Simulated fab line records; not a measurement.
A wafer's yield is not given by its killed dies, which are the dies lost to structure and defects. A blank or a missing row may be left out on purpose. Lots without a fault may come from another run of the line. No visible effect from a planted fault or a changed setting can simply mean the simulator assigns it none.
Problem report, 8D (eight disciplines) form, completed by code    flow rit_cmos    the parts of the form that need people (team, actions taken, sign-off) are left out

== 1. WHAT IS WRONG ==
Wafers without a fault read 2600.0 nm, standard deviation 2.5; cd_nm at RIT_M1_CD_MEAS_09 reads a mean of 2578.6 nm on 6 wafers belonging to 2 lots. Relative to the usual mean, that is a shift of -8.6 standard deviations.
The step: target cd 2600 nm.
Seen first at day 7 19:46 on cd_sem-01, wafer L332.1. The record holds 42 wafers of 14 lots with a number at this step. By rule, "out" or "out of limits" means more than 4 standard deviations away from the usual mean. The other wafers with a number count as sound.

== 2. WHAT IT IS, AND WHAT IT ISN'T ==
question                     is                      is not
which readings at this step  cd_nm                   -
which lots                   L332, L334              L316, L317, L318, L319, L321, L322, L323, L324, L325, L331, L333, L337
which wafers of those lots   all that have a number  -
read on which gauges         cd_sem-01, cd_sem-02    -
when                         from day 7 19:46        up to then (30 sound wafers); but 6 sound wafers of L333, L337 came after

== 3. WHAT RULES OUT EACH SUSPECT ==
Counting: any tool at a process step up to the reading is kept as a suspect provided that every lot that is out went through it and no sound lot did after the first of them.
- ruled out: the gauge at RIT_M1_CD_MEAS_09. 2 gauges (cd_sem-01, cd_sem-02) read the wafers that are out.
- litho_track-03 at RIT_M1_DEVELOP_08 (develop time 68 s): kept. It ran every lot that is out, first L332 (day 7 19:00), and no sound lot after that; its last sound lot up to then is L322 (day 5 06:00).
The count leaves litho_track-03 at RIT_M1_DEVELOP_08.

== 4. THE CAUSE (what the simulator had put in) ==
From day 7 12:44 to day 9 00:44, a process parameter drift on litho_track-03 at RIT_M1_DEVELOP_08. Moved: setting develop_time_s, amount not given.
After counting, this tool was the only one left.

== 5. SEQUENCE OF EFFECTS, ordered by route ==
One row per reading whose mean, taken over the struck wafers that have a number, lies over 3 standard deviations from the usual. Readings are gone through only where the record gives a usual standard deviation; hours: the median, over the lots, of the time from a lot's start at the first step in this table giving one to that lot's start at this step; sigmas: the change measured in usual standard deviations.
hours  step               reading  usual      on struck wafers  change  sigmas
0      RIT_M1_CD_MEAS_09  cd_nm    2600.0 nm  2578.6            -21.4   -8.6

== 6. WHAT WOULD HAVE CAUGHT IT SOONER ==
Counted from the fault's start at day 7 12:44, it took 7 hours until the first out-of-limits reading at a measuring or inspecting step in this record, taken at day 7 19:46.
An alarm limit of 4 standard deviations would not have fired on the tool readings at RIT_M1_DEVELOP_08 for which the record gives a usual standard deviation, since none of them was out on any struck wafer.
The start of RIT_M1_DEVELOP_08 on litho_track-03 came by day 7 19:46 for every one of the lots that are out (2). A hold on the tool at that time would have spared none of them.
